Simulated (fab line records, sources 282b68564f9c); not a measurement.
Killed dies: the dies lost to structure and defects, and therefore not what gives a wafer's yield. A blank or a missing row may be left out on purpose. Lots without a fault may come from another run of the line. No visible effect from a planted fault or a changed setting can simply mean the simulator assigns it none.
fab line records ; flow rit_cmos
record lots=14; wafers=42; last_day=7
route steps=202 shown ACTIVE@5 PRETRO@72 GATE@92 PLDD@120 M1@202
lots untouched by any fault: they come from a run of this same line in which no faults occurred
start_h: hours from the record's first day to the start of the lot's first wafer shown ; wait_h: hours from the lot's prior step to this one ; " identical to the entry in the row above ; L1.1+2: several wafers, shown together as one row ; - either no value or no given start ; * or withheld: withheld ; < > ~ a bound
route shown NAME@n: NAME is a module with steps in the file, n the number in the route of the first one ; usual: mean/standard deviation taken from wafers without a fault ; same: alike in all rows ; chamber/n: place in a boat ; sites: each site's reading ; _std_site: the values' standard deviation ; _edge_site: mean of outer sites minus mean of inner sites ; radius_mm: for every site, how far away it sits from the centre of the wafer ; mask NAME#n: copy n ; behind: tool/chamber where the wafer was last shaped ; hold: reason for holding the lot/hours on hold/outcome of the hold ; device: transistor that didn't switch, given as n, p or np ; end of line: the same wafers' tests at the end of the route ; for a step that has no rows: nothing shown but its recipe ; killed: count of dies lost to structure and defects at first sort (not the wafer's yield) ; map: shows each die of a wafer: x if killed, . if not, _ if none is there
set.NAME: the run value of the setting; set.NAME@STEP: its run value at that earlier step ; model.NAME: the simulator's own value behind a step, which no gauge read
the route's steps for a sample of lots (tables are steps, rows are wafers)
services: a tool's chamber out of use, with start hour (start_h, from the record's first day; less than 0 if before it), hours out, and reason
## steps
# step RIT_ACTIVE_THK_MEAS_04
# recipe reads=Si3N4_of_ACTIVE_CVD_03
# usual ACTIVE_NITRIDE_THK=150.4/1.3
lot.wafer;tool;chamber;start_h;wait_h;ACTIVE_NITRIDE_THK[nm]
L471.2;film_metro-04;-;13.54;0.0;152.9
L471.4;film_metro-04;-;13.54;0.0;152.5
L471.6;film_metro-04;-;13.54;0.0;151.8
L472.1;film_metro-04;-;19.24;0.0;149.4
L472.3;film_metro-04;-;19.24;0.0;149.4
L472.5;film_metro-04;-;19.24;0.0;149.0
L473.1;film_metro-04;-;23.53;0.0;149.6
L473.3;film_metro-04;-;23.53;0.0;149.2
L473.6;film_metro-04;-;23.53;0.0;149.1
L474.1;film_metro-04;-;28.76;0.0;150.8
L474.4;film_metro-04;-;28.76;0.0;150.9
L474.5;film_metro-04;-;28.76;0.0;152.1
L475.2;film_metro-03;-;33.54;0.0;149.1
L475.3;film_metro-03;-;33.54;0.0;150.0
L475.5;film_metro-03;-;33.54;0.0;150.9
L476.2;film_metro-02;-;39.28;0.0;151.2
L476.3;film_metro-02;-;39.28;0.0;153.7
L476.5;film_metro-02;-;39.28;0.0;153.4
L477.2;film_metro-03;-;43.54;0.0;147.9
L477.5;film_metro-03;-;43.54;0.0;148.2
L477.6;film_metro-03;-;43.54;0.0;148.2
L479.1;film_metro-03;-;53.53;0.0;149.7
L479.2;film_metro-03;-;53.53;0.0;148.6
L479.6;film_metro-03;-;53.53;0.0;149.8
L480.3;film_metro-04;-;58.59;0.0;150.6
L480.4;film_metro-04;-;58.59;0.0;152.0
L480.6;film_metro-04;-;58.59;0.0;150.2
L485.1;film_metro-02;-;86.74;0.0;150.6
L485.3;film_metro-02;-;86.74;0.0;149.8
L485.5;film_metro-02;-;86.74;0.0;149.4
L488.2;film_metro-02;-;98.54;0.0;151.1
L488.3;film_metro-02;-;98.54;0.0;149.9
L488.6;film_metro-02;-;98.54;0.0;150.0
L492.2;film_metro-04;-;118.54;0.0;153.5
L492.4;film_metro-04;-;118.54;0.0;151.6
L492.5;film_metro-04;-;118.54;0.0;152.2
L493.1;film_metro-04;-;124.52;0.0;150.0
L493.2;film_metro-04;-;124.52;0.0;151.3
L493.4;film_metro-04;-;124.52;0.0;151.2
L494.1;film_metro-02;-;128.53;0.0;150.6
L494.2;film_metro-02;-;128.53;0.0;148.9
L494.3;film_metro-02;-;128.53;0.0;148.9
# step RIT_PRETRO_IMPLANT_08
# recipe species=B; energy_kev=45; dose_cm2=1.2e+13; tilt_deg=7
# usual beam_on_s=10.00/0.2; dose_ions_cm2=1.1999e+13/1.2e+10; faraday_current_uA=38.1/0.75
lot.wafer;tool;chamber;start_h;wait_h;beam_on_s;dose_ions_cm2;faraday_current_uA
L471.2;implanter-02;0;32.70;0.2;9.69;1.1982e+13;38.9
L471.4;implanter-02;0;32.70;0.2;9.81;1.1996e+13;38.7
L471.6;implanter-02;0;32.70;0.2;10.18;1.2007e+13;37.5
L472.1;implanter-04;0;36.64;0.2;10.21;1.201e+13;37.3
L472.3;implanter-04;0;36.64;0.2;9.87;1.1992e+13;38.5
L472.5;implanter-04;0;36.64;0.2;10.07;1.2007e+13;37.9
L473.1;implanter-04;0;40.84;0.2;9.78;1.1995e+13;38.9
L473.3;implanter-04;0;40.84;0.2;9.90;1.2005e+13;38.4
L473.6;implanter-04;0;40.84;0.2;9.98;1.2004e+13;37.9
L474.1;implanter-04;0;45.93;0.2;9.92;1.2006e+13;38.3
L474.4;implanter-04;0;45.93;0.2;10.47;1.1999e+13;36.4
L474.5;implanter-04;0;45.93;0.2;9.92;1.2008e+13;38.5
L475.2;implanter-02;0;52.03;0.2;9.95;1.2011e+13;38.5
L475.3;implanter-02;0;52.03;0.2;10.11;1.1986e+13;37.7
L475.5;implanter-02;0;52.03;0.2;9.88;1.199e+13;38.7
L476.2;implanter-04;0;57.63;0.2;9.95;9.368e+12;29.8
L476.3;implanter-04;0;57.63;0.2;9.85;9.368e+12;30.2
L476.5;implanter-04;0;57.63;0.2;10.09;9.362e+12;29.3
L477.2;implanter-02;0;62.22;0.2;10.23;1.203e+13;37.2
L477.5;implanter-02;0;62.22;0.2;9.84;1.1989e+13;38.8
L477.6;implanter-02;0;62.22;0.2;10.18;1.1995e+13;37.4
L479.1;implanter-02;0;70.93;0.2;10.14;1.2007e+13;37.6
L479.2;implanter-02;0;70.93;0.2;10.01;1.1994e+13;38.1
L479.6;implanter-02;0;70.93;0.2;9.92;1.2001e+13;38.4
L480.3;implanter-04;0;75.87;0.2;9.94;9.367e+12;29.9
L480.4;implanter-04;0;75.87;0.2;10.13;9.371e+12;29.4
L480.6;implanter-04;0;75.87;0.2;10.31;9.351e+12;28.8
L485.1;implanter-01;0;104.89;0.2;10.11;1.199e+13;37.5
L485.3;implanter-01;0;104.89;0.2;9.87;1.199e+13;38.4
L485.5;implanter-01;0;104.89;0.2;10.15;1.2018e+13;37.6
L488.2;implanter-02;0;117.09;0.2;9.70;1.1996e+13;39.3
L488.3;implanter-02;0;117.09;0.2;10.05;1.2008e+13;37.8
L488.6;implanter-02;0;117.09;0.2;9.97;1.1997e+13;38.2
L492.2;implanter-02;0;135.92;0.2;9.81;1.1987e+13;38.8
L492.4;implanter-02;0;135.92;0.2;9.99;1.2016e+13;38.2
L492.5;implanter-02;0;135.92;0.2;9.91;1.1986e+13;38.5
L493.1;implanter-02;0;142.11;0.2;10.07;1.2003e+13;37.7
L493.2;implanter-02;0;142.11;0.2;10.06;1.1979e+13;37.8
L493.4;implanter-02;0;142.11;0.2;9.67;1.2022e+13;39.3
L494.1;implanter-04;0;146.06;0.2;10.18;1.1989e+13;37.4
L494.2;implanter-04;0;146.06;0.2;10.21;1.2016e+13;37.2
L494.3;implanter-04;0;146.06;0.2;10.38;1.1998e+13;36.7
# step RIT_PRETRO_TW_MEAS_10
# usual PRETRO_TW=479/7.6
lot.wafer;tool;chamber;start_h;wait_h;PRETRO_TW
L471.2;film_metro-01;-;33.01;0.1;469
L471.4;film_metro-01;-;33.01;0.1;465
L471.6;film_metro-01;-;33.01;0.1;468
L472.1;film_metro-03;-;36.97;0.1;484
L472.3;film_metro-03;-;36.97;0.1;484
L472.5;film_metro-03;-;36.97;0.1;486
L473.1;film_metro-01;-;41.17;0.1;469
L473.3;film_metro-01;-;41.17;0.1;467
L473.6;film_metro-01;-;41.17;0.1;467
L474.1;film_metro-01;-;46.25;0.1;466
L474.4;film_metro-01;-;46.25;0.1;468
L474.5;film_metro-01;-;46.25;0.1;468
L475.2;film_metro-01;-;52.34;0.1;473
L475.3;film_metro-01;-;52.34;0.1;470
L475.5;film_metro-01;-;52.34;0.1;470
L476.2;film_metro-04;-;57.94;0.1;446
L476.3;film_metro-04;-;57.94;0.1;446
L476.5;film_metro-04;-;57.94;0.1;447
L477.2;film_metro-04;-;62.53;0.1;480
L477.5;film_metro-04;-;62.53;0.1;477
L477.6;film_metro-04;-;62.53;0.1;479
L479.1;film_metro-04;-;71.25;0.1;481
L479.2;film_metro-04;-;71.25;0.1;482
L479.6;film_metro-04;-;71.25;0.1;480
L480.3;film_metro-01;-;76.16;0.1;436
L480.4;film_metro-01;-;76.16;0.1;434
L480.6;film_metro-01;-;76.16;0.1;434
L485.1;film_metro-01;-;105.21;0.1;471
L485.3;film_metro-01;-;105.21;0.1;470
L485.5;film_metro-01;-;105.21;0.1;472
L488.2;film_metro-04;-;117.40;0.1;483
L488.3;film_metro-04;-;117.40;0.1;485
L488.6;film_metro-04;-;117.40;0.1;483
L492.2;film_metro-04;-;136.23;0.1;481
L492.4;film_metro-04;-;136.23;0.1;482
L492.5;film_metro-04;-;136.23;0.1;484
L493.1;film_metro-03;-;142.44;0.1;491
L493.2;film_metro-03;-;142.44;0.1;491
L493.4;film_metro-03;-;142.44;0.1;492
L494.1;film_metro-04;-;146.38;0.1;481
L494.2;film_metro-04;-;146.38;0.1;483
L494.3;film_metro-04;-;146.38;0.1;484
# step RIT_GATE_CD_MEAS_16
# recipe target_cd_nm=150
# usual cd_nm=150.0/2.4
lot.wafer;tool;chamber;start_h;wait_h;cd_nm
L471.2;cd_sem-02;-;38.28;-;150.7
L471.4;cd_sem-02;-;38.28;-;154.3
L471.6;cd_sem-02;-;38.28;-;152.7
L472.1;cd_sem-02;-;42.35;-;150.3
L472.3;cd_sem-02;-;42.35;-;148.8
L472.5;cd_sem-02;-;42.35;-;148.2
L473.1;cd_sem-01;-;46.14;-;147.3
L473.3;cd_sem-01;-;46.14;-;145.4
L473.6;cd_sem-01;-;46.14;-;143.9
L474.1;cd_sem-01;-;51.76;-;148.0
L474.4;cd_sem-01;-;51.76;-;148.3
L474.5;cd_sem-01;-;51.76;-;147.7
L475.2;cd_sem-01;-;57.82;-;148.3
L475.3;cd_sem-01;-;57.82;-;147.1
L475.5;cd_sem-01;-;57.82;-;149.7
L476.2;cd_sem-02;-;62.69;-;149.2
L476.3;cd_sem-02;-;62.69;-;150.5
L476.5;cd_sem-02;-;62.69;-;152.4
L477.2;cd_sem-02;-;66.99;-;152.8
L477.5;cd_sem-02;-;66.99;-;150.2
L477.6;cd_sem-02;-;66.99;-;149.1
L479.1;cd_sem-02;-;76.09;-;150.4
L479.2;cd_sem-02;-;76.09;-;152.4
L479.6;cd_sem-02;-;76.09;-;153.0
L480.3;cd_sem-02;-;84.64;-;148.6
L480.4;cd_sem-02;-;84.64;-;148.8
L480.6;cd_sem-02;-;84.64;-;150.5
L485.1;cd_sem-02;-;111.17;-;149.1
L485.3;cd_sem-02;-;111.17;-;148.6
L485.5;cd_sem-02;-;111.17;-;150.2
L488.2;cd_sem-01;-;124.12;-;146.0
L488.3;cd_sem-01;-;124.12;-;147.6
L488.6;cd_sem-01;-;124.12;-;147.5
L492.2;cd_sem-01;-;143.10;-;147.3
L492.4;cd_sem-01;-;143.10;-;146.6
L492.5;cd_sem-01;-;143.10;-;147.1
L493.1;cd_sem-01;-;147.71;-;152.1
L493.2;cd_sem-01;-;147.71;-;152.7
L493.4;cd_sem-01;-;147.71;-;152.8
L494.1;cd_sem-01;-;152.04;-;151.2
L494.2;cd_sem-01;-;152.04;-;151.2
L494.3;cd_sem-01;-;152.04;-;149.7
# step RIT_PLDD_OVL_MEAS_06
# usual PLDD_OVL=1.0/1.4
lot.wafer;tool;chamber;start_h;wait_h;PLDD_OVL[nm]
L471.2;overlay-01;-;44.32;-;1.9
L471.4;overlay-01;-;44.32;-;1.7
L471.6;overlay-01;-;44.32;-;0.7
L472.1;overlay-02;-;48.47;-;0.7
L472.3;overlay-02;-;48.47;-;-0.1
L472.5;overlay-02;-;48.47;-;-1.1
L473.1;overlay-01;-;52.35;-;-0.1
L473.3;overlay-01;-;52.35;-;1.9
L473.6;overlay-01;-;52.35;-;0.3
L474.1;overlay-02;-;58.39;-;1.3
L474.4;overlay-02;-;58.39;-;-0.3
L474.5;overlay-02;-;58.39;-;0.5
L475.2;overlay-01;-;63.89;-;-1.8
L475.3;overlay-01;-;63.89;-;0.9
L475.5;overlay-01;-;63.89;-;-0.5
L476.2;overlay-01;-;69.30;-;0.3
L476.3;overlay-01;-;69.30;-;2.2
L476.5;overlay-01;-;69.30;-;0.9
L477.2;overlay-02;-;73.15;-;1.4
L477.5;overlay-02;-;73.15;-;0.0
L477.6;overlay-02;-;73.15;-;1.2
L479.1;overlay-01;-;84.22;-;1.3
L479.2;overlay-01;-;84.22;-;1.4
L479.6;overlay-01;-;84.22;-;1.8
L480.3;overlay-01;-;90.70;-;0.4
L480.4;overlay-01;-;90.70;-;0.6
L480.6;overlay-01;-;90.70;-;-0.6
L485.1;overlay-02;-;118.93;-;0.2
L485.3;overlay-02;-;118.93;-;-1.2
L485.5;overlay-02;-;118.93;-;-1.8
L488.2;overlay-01;-;130.32;-;0.5
L488.3;overlay-01;-;130.32;-;-0.8
L488.6;overlay-01;-;130.32;-;0.0
L492.2;overlay-02;-;149.58;-;-0.2
L492.4;overlay-02;-;149.58;-;2.3
L492.5;overlay-02;-;149.58;-;-0.8
L493.1;overlay-02;-;153.79;-;-1.0
L493.2;overlay-02;-;153.79;-;-0.5
L493.4;overlay-02;-;153.79;-;-0.1
L494.1;overlay-01;-;158.36;-;1.0
L494.2;overlay-01;-;158.36;-;2.1
L494.3;overlay-01;-;158.36;-;4.6
# step RIT_M1_PROBE_99
# usual killed_at_contacts=0.1/0.24; killed_at_front_end=6.8/2.8; killed_dies=6.9/2.8; killed_open=3.3/1.9; killed_short=3.5/1.8
# same gross_dies=264; killed_at_M0_to_M3=0; killed_at_M4_up=0; killed_at_back_side=0; killed_at_other=0
lot.wafer;tool;chamber;start_h;wait_h;killed_at_contacts;killed_at_front_end;killed_dies;killed_open;killed_short
L476.2;prober-02;-;83.76;0.1;0;6;6;2;4
L476.3;prober-02;-;83.81;0.2;0;4;4;3;1
L476.5;prober-02;-;83.91;0.2;0;3;3;2;1
L480.3;prober-02;-;105.20;0.2;0;1;1;1;0
L480.4;prober-02;-;105.25;0.2;0;7;7;4;3
L480.6;prober-02;-;105.35;0.2;1;8;9;3;6
L494.1;prober-01;-;173.33;0.1;0;13;13;9;4
L494.2;prober-01;-;173.38;0.1;1;9;10;6;4
L494.3;prober-01;-;173.43;0.2;0;6;6;2;4
# killed by level:class
L476.2 FOX2:geometric_particle:short=2 GATE:geometric_particle:short=2 GATE:geometric_particle:open=1 SILICIDE:geometric_particle:open=1
L476.3 GATE:geometric_particle:short=1 GATE:geometric_particle:open=1 SPACER:geometric_particle:open=1 SILICIDE:geometric_particle:open=1
L476.5 FOX1:geometric_particle:short=1 FOX1:geometric_particle:open=1 FOX2:geometric_particle:open=1
L480.3 GATE:geometric_particle:open=1
L480.4 GATE:geometric_particle:open=3 FOX1:geometric_particle:short=1 GATE:geometric_particle:short=1 REOX:geometric_particle:open=1 SILICIDE:geometric_particle:short=1
L480.6 FOX1:geometric_particle:short=2 GATE:geometric_particle:short=2 GATE:geometric_particle:open=1 REOX:geometric_particle:open=1 REOX:geometric_particle:short=1 SPACER:geometric_particle:short=1 CONTACT:geometric_particle:open=1
L494.1 GATE:geometric_particle:open=4 FOX2:geometric_particle:open=2 REOX:geometric_particle:short=2 FOX1:geometric_particle:open=1 FOX1:geometric_particle:short=1 REOX:geometric_particle:open=1 SPACER:geometric_particle:open=1 SPACER:geometric_particle:short=1
L494.2 GATE:geometric_particle:open=2 GATE:geometric_particle:short=2 FOX1:geometric_particle:open=1 REOX:geometric_particle:short=1 REOX:geometric_particle:open=1 SPACER:geometric_particle:short=1 SILICIDE:geometric_particle:open=1 CONTACT:geometric_particle:open=1
L494.3 SPACER:geometric_particle:short=2 FOX2:geometric_particle:open=1 GATE:geometric_particle:open=1 REOX:geometric_particle:short=1 SILICIDE:geometric_particle:short=1
## services
tool;chamber;start_h;hours;kind
implanter-04;-;9.54;1.2;repair
implanter-01;-;46.82;3.3;repair
implanter-04;-;61.84;4.6;repair
implanter-04;-;62.46;3.3;repair
implanter-01;-;63.66;3.1;pm
implanter-02;-;108.95;2.0;repair
implanter-04;-;132.03;0.7;repair
## key
first_sign step=RIT_PRETRO_IMPLANT_08; reading=dose_ions_cm2; direction=down; sigmas=99+; usual=1.1999e+13; struck=9.365e+12
effect step=RIT_PRETRO_IMPLANT_08; reading=faraday_current_uA; direction=down; sigmas=11; usual=38.1; struck=29.6
effect step=RIT_PRETRO_TW_MEAS_10; reading=PRETRO_TW; direction=down; sigmas=5.1; usual=479; struck=440
met_at RIT_PRETRO_IMPLANT_08
struck_lots L476,L480
tester_left_out L476,L480
not_acting_at RIT_ACTIVE_THK_MEAS_04,RIT_GATE_CD_MEAS_16,RIT_PLDD_OVL_MEAS_06
onset_between 45.93 57.63
fault kind=process_parameter_drift; tool=implanter-04; chamber=-; onset_h=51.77; steps=RIT_PRETRO_IMPLANT_08; channel=dose_cm2; offset=-2.64e+12; shape=step; end_h=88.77; acts_in=these_recipes_only; stated=1.2e+13
# tester_left_out: of these lots the tester's yield and bins aren't shown, on N5 and GAA mostly nor the transistor test; their killed dies are dies lost to structure and defects alone, not to doping, threshold or leakage, so they don't give the yield
